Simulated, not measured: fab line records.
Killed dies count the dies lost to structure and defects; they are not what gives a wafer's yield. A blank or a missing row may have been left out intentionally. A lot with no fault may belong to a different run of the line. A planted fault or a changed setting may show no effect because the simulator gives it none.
A struck lot beside a sound one -- flow berkeley-cmos170 -- 21 steps out of a route of 331
Sound: wafers L816.3, L816.4, L816.5. Wafers struck: L824.1, L824.3, L824.4. At the end, the cause is stated.
Order at every step that has rows: each side's tool, ch and its chambers, its first start. Under that, the readings that differ: sound wafers -- struck wafers -- difference of the means -- sigmas: that difference in standard deviations of wafers without a fault.
alike: readings whose means differ by less than 2 such deviations, and words and numbers that are the same on both sides. not compared: withheld readings, readings that some wafer has no value for, bounds like >300 that may hide the same value, and numbers for which the record gives no deviation and whose values overlap.
Wherever a step has rows on one side only, a row that says differs or no value, or a row with sigmas, the two part there. Numbers that don't overlap but have no deviation are shown without sigmas and don't part them. A reading that every wafer of one side lacks parts them only if that side has two wafers or more.

first, 3 steps without rows for these wafers: UCB170_PSD_EXPOSE_03 (exposes mask PSELECT MOD, target cd 1200 nm); UCB170_PSD_PEB_04; UCB170_PSD_DEVELOP_05 (develop time 45 s).
UCB170_PSD_CD_MEAS_06 targets a cd of 1200 nm.
  struck on cd-sem-01, day 10 05:13; sound on cd-sem-02, day 8 17:09
  alike: cd-nm
UCB170_PSD_OVL_MEAS_07:
  struck on overlay-01, day 10 05:20; sound on overlay-02, day 8 17:14
  alike: PSD_OVL
after that, 1 step had no rows for these wafers: UCB170_PSD_IMPLANT_08.
UCB170_PSD_STRIP_09: strips in O2.
  sound on plasma-asher-02 ch 0,1, day 8 17:27; struck on plasma-asher-01 ch 0,1, day 10 05:31
  alike: drypump-motor-current-A, oes-product-au, strip-time-to-endpoint-s
  not compared: rf-hours-counter-h
UCB170_PSD_TW_MEAS_10:
  struck on film-metro-04, day 10 05:37; sound on film-metro-04, day 8 17:32
  alike: PSD_TW
then, 4 steps without rows for these wafers: UCB170_PSD_CLEAN_11 (cleans in SPM, time 600 s); UCB170_NSD_HMDS_00 (prime time 60 s); UCB170_NSD_COAT_01 (resist thk 900 nm); UCB170_NSD_SOFTBAKE_02 (time 60 s).
UCB170_NSD_EXPOSE_03: exposes mask NSELECT MOD, target cd 1200 nm.
  sound on krf-scanner-02 ch 0, day 8 18:52; struck on krf-scanner-02 ch 0, day 10 06:40
reading,sound,struck,difference,sigmas
mask,NSELECT_MOD#0 NSELECT_MOD#0 NSELECT_MOD#0,PSELECT_MOD#0 PSELECT_MOD#0 PSELECT_MOD#0,differs,
  alike: focus-offset-nm
then, 2 steps without rows for these wafers: UCB170_NSD_PEB_04; UCB170_NSD_DEVELOP_05 (develop time 45 s).
UCB170_NSD_CD_MEAS_06 targets a cd of 1200 nm.
  struck on cd-sem-02, day 10 07:03; sound on cd-sem-02, day 8 19:16
reading,sound,struck,difference,sigmas
cd-nm (nm),1200.9 1201.4 1201.3,- - -,no value on the struck wafers,
UCB170_NSD_OVL_MEAS_07:
  struck on overlay-02, day 10 07:10; sound on overlay-02, day 8 19:21
reading,sound,struck,difference,sigmas
NSD_OVL (nm),-8 -6 -8,- - -,no value on the struck wafers,
after that, 1 step had no rows for these wafers: UCB170_NSD_IMPLANT_08.
UCB170_NSD_STRIP_09: strips in O2.
  sound on plasma-asher-02 ch 0,1, day 8 19:34; struck on plasma-asher-01 ch 0,1, day 10 07:22
  alike: drypump-motor-current-A, oes-product-au, strip-time-to-endpoint-s
  not compared: rf-hours-counter-h
UCB170_NSD_TW_MEAS_10:
  struck on film-metro-04, day 10 07:42; sound on film-metro-02, day 8 19:39
reading,sound,struck,difference,sigmas
NSD_TW,4087 4104 4125,30 30 30,-4075,-78
  not compared: hold
UCB170_M3_PROBE_99:
  sound wafers here have rows in the record (prober-01, day 9 17:51); struck ones have none

WHERE THEY PART
Earliest at UCB170_NSD_EXPOSE_03; latest, in this record, at UCB170_M3_PROBE_99.

WHY: whatever the simulator had introduced
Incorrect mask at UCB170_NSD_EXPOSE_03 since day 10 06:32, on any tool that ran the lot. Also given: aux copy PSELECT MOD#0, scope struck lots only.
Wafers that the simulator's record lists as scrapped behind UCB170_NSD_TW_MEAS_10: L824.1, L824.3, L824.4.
